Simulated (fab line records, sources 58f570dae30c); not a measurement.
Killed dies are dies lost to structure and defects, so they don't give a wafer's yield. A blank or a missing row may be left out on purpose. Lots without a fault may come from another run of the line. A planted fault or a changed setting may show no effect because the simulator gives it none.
Which tool did it? | flow berkeley_cmos170 | 6 lots, 18 wafers sampled, at 3 steps of a route of 331

WHAT THE GAUGES READ, wafer by wafer
UCB170_ACTIVE_CD_MEAS_13: target cd 1200 nm.
lot  | measured    | on        | cd_nm (nm)
L330 | day 4 04:12 | cd_sem-01 | 1200.1 1201.2 1199.6
L332 | day 4 18:35 | cd_sem-01 | 1198.7 1199.8 1199.5
L340 | day 6 13:48 | cd_sem-01 | 1199.6 1199.5 1198.9
L343 | day 7 02:15 | cd_sem-01 | 1199.3 1199.9 1199.8
L347 | day 8 01:42 | cd_sem-02 | 1201.0 1200.4 1200.6
L349 | day 8 13:26 | cd_sem-02 | 1201.3 1200.6 1199.6

WHICH TOOL RAN EACH LOT (tool, then ch and the chambers of the sampled wafers, then the start)
lot  | UCB170_NWELL_PEB_10              | UCB170_NWELL_STRIP_15
L330 | litho_track-04 ch 0, day 2 09:50 | plasma_asher-02 ch 0,1, day 2 10:22
L332 | litho_track-03 ch 0, day 2 18:38 | plasma_asher-04 ch 0,1, day 2 19:10
L340 | litho_track-02 ch 0, day 4 18:00 | plasma_asher-03 ch 0,1, day 4 18:34
L343 | litho_track-02 ch 0, day 5 07:37 | plasma_asher-02 ch 0,1, day 5 08:10
L347 | litho_track-03 ch 0, day 6 04:12 | plasma_asher-04 ch 0,1, day 6 04:44
L349 | litho_track-03 ch 0, day 6 10:01 | plasma_asher-04 ch 0,1, day 6 10:33
- UCB170_NWELL_PEB_10
- UCB170_NWELL_STRIP_15: strips in O2.

THE ANSWER, worked out from the rows above alone
Rule: what is usual is taken from the lots themselves. Put in order of their means at a reading, lots are off if they are a third of the lots or fewer, leave a main group of 4 or more, and stand apart from it by a gap of 3 or more times the standard deviation of the main group's means; of several such gaps the widest counts. A main group whose means are all the same, to the digits that the tables above print for the reading, isn't used. A lot without any number at a reading at which 4 lots or more have one is off too. The other lots that the step has rows for count as sound.
No lot is off at any reading shown: from this, nothing can be told.

WHAT THE SIMULATOR HAD PUT IN
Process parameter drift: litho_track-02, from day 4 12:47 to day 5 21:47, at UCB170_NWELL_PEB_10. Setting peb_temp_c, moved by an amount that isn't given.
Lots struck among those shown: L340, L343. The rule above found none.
